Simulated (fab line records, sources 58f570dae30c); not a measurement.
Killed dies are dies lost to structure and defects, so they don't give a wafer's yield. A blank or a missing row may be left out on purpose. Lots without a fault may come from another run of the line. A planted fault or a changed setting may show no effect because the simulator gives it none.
A struck lot beside a sound one | flow berkeley_cmos170 | 15 steps out of a route of 331
Sound: wafers L985.1, L985.4, L985.6. Struck: wafer L100.5. (L100.4, L100.6 of the same lot were not struck and are left out.) The cause comes at the end.
At each step with rows: each side's tool, then ch and its chambers, then its first start. Under that, the readings that differ: sound wafers | struck wafers | difference of the means | sigmas: that difference in standard deviations of wafers without a fault.
alike: readings whose means differ by less than 2 such deviations, and words and numbers that are the same on both sides. not compared: withheld readings, readings that some wafer has no value for, bounds like >300 that may hide the same value, and numbers for which the record gives no deviation and whose values overlap.
The two part at a step that has a row with sigmas, a row that says differs or no value, or rows on one side only. Numbers that don't overlap but have no deviation are shown without sigmas and don't part them. A reading that every wafer of one side lacks parts them only if that side has two wafers or more.

UCB170_CONTACT_STRIP_06: strips in O2.
  sound on plasma_asher-04 ch 0,1, day 9 10:13; struck on plasma_asher-03 ch 1, day 11 20:32
  alike: drypump_motor_current_A, oes_product_au, strip_time_to_endpoint_s
  not compared: rf_hours_counter_h
then, 1 step without rows for these wafers: UCB170_CONTACT_CLEAN_07 (cleans in SPM, time 600 s).
UCB170_CONTACT_RTA_08: time 10 s.
  sound on rtp_anneal-01 ch 0, day 9 10:29; struck on rtp_anneal-02 ch 0, day 11 20:59
  reading            | sound          | struck | difference | sigmas
  lamp_power_pct (%) | 22.8 22.8 22.8 | 24.7   | +1.9       | +2
  alike: wafer_temp_C_max
then, 6 steps without rows for these wafers: UCB170_CONTACT_COAT_09; UCB170_CONTACT_COAT_10 (resist thk 900 nm); UCB170_CONTACT_SOFTBAKE_11 (time 60 s); UCB170_CONTACT_EXPOSE_12 (exposes mask CONT, target cd 700 nm); UCB170_CONTACT_PEB_13; UCB170_CONTACT_DEVELOP_14 (develop time 45 s).
UCB170_CONTACT_CD_MEAS_15: target cd 700 nm.
  sound on cd_sem-02, day 9 12:34; struck on cd_sem-02, day 11 22:42
  alike: cd_nm
UCB170_CONTACT_OVL_MEAS_16:
  sound on overlay-02, day 9 12:41; struck on overlay-02, day 11 22:47
  alike: CONTACT_OVL
UCB170_CONTACT_ETCH_17: etches BARC in N2/H2.
  sound on rie_diel-03 ch 2,3, day 9 12:44; struck on rie_diel-03 ch 3, day 11 22:48
  alike: drypump_motor_current_A, oes_product_au, throttle_valve_pct
UCB170_CONTACT_ETCH_18: etches PSG in CHF3/CF4/Ar, stops on TiSi2, target depth 840 nm, time 195 s.
  sound on rie_diel-03 ch 2,3, day 9 12:00; struck on rie_diel-03 ch 3, day 11 22:00
  reading                                  | sound             | struck | difference | sigmas
  oes_product_au (a.u.)                    | 0.901 0.897 0.905 | 0.840  | -0.061     | -4
  model.CONTACT.feature_depth_nm (nm)      | 712.4 712.9 710.9 | 617    | -95        |
  model.etch.depth_nm (nm)                 | 712.4 712.9 710.9 | 617    | -95        |
  model.KrF_of_CONTACT_COAT_10.thk_nm (nm) | 689.7 688 688.7   | 747.3  | +58.5      |
  alike: drypump_motor_current_A, throttle_valve_pct
  not compared: rf_hours_counter_h
UCB170_CONTACT_STRIP_19: strips in O2.
  sound on plasma_asher-02 ch 0,1, day 9 12:54; struck on plasma_asher-03 ch 1, day 11 23:00
  reading                     | sound             | struck | difference | sigmas
  drypump_motor_current_A (A) | 5.7 4.8 4.8       | 6.4    | +1.3       | +2
  oes_product_au (a.u.)       | 0.725 0.716 0.718 | 0.730  | +0.010     | +2
  not compared: rf_hours_counter_h
UCB170_M3_PROBE_99:
  the record has rows for the struck wafers here (prober-02, day 12 17:31) and none for the sound ones

WHERE THEY PART
First at UCB170_CONTACT_RTA_08; last, within this record, at UCB170_M3_PROBE_99.

WHY: what the simulator had put in
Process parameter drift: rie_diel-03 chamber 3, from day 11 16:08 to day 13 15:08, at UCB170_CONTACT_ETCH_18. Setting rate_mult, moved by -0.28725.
